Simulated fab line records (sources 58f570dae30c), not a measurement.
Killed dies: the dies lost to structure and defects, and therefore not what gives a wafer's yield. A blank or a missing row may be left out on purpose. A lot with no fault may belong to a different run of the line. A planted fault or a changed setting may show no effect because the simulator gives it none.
Which tool did it? ; flow berkeley_cmos170 ; 7 lots, 21 wafers sampled, at 2 steps of a route of 331

WHAT EACH GAUGE READ, for each wafer
UCB170_CONTACT_CD_MEAS_90: the cd target is 700 nm.
lot;measured;on;cd_nm (nm)
L914;day 8 16:17;cd_sem-02;701.4 703.9 702.3
L918;day 8 15:26;cd_sem-01;697.7 698.0 698.2
L921;day 9 13:59;cd_sem-01;699.6 699.7 700.5
L922;day 9 15:28;cd_sem-02;698.8 697.5 699.5
L923;day 10 00:15;cd_sem-02;699.6 701.2 701.7
L931;day 11 12:20;cd_sem-01;696.9 700.5 698.0
L935;day 12 13:47;cd_sem-01;700.1 698.8 697.8

WHAT TOOL EACH LOT RAN ON (gives the tool, then ch and the chambers of the sampled wafers, and finally the start)
lot;UCB170_PWELL_STRIP_16
L914;plasma_asher-02 ch 0,1, day 3 23:04
L918;plasma_asher-02 ch 0,1, day 4 07:46
L921;plasma_asher-01 ch 0,1, day 5 01:57
L922;plasma_asher-01 ch 0,1, day 5 02:23
L923;plasma_asher-01 ch 0,1, day 5 09:17
L931;plasma_asher-02 ch 0,1, day 7 02:44
L935;plasma_asher-04 ch 0,1, day 8 00:30
- UCB170_PWELL_STRIP_16: strips in O2.

THE ANSWER, worked out from the rows above alone
Rule: the lots themselves supply what counts as usual. Put in order of their means at a reading, lots are off if they are a third of the lots or fewer, leave a main group of 4 or more, and stand apart from it by a gap of 3 or more times the standard deviation of the main group's means; of several such gaps the widest counts. The tables above print the reading to a certain number of digits; a main group whose means all agree to those digits is not used. A lot without any number at a reading at which 4 lots or more have one is off too. All remaining lots with rows at the step are treated as sound.
No lot is off at any reading shown: from this, nothing can be told.

WHAT WAS PUT IN BY THE SIMULATOR
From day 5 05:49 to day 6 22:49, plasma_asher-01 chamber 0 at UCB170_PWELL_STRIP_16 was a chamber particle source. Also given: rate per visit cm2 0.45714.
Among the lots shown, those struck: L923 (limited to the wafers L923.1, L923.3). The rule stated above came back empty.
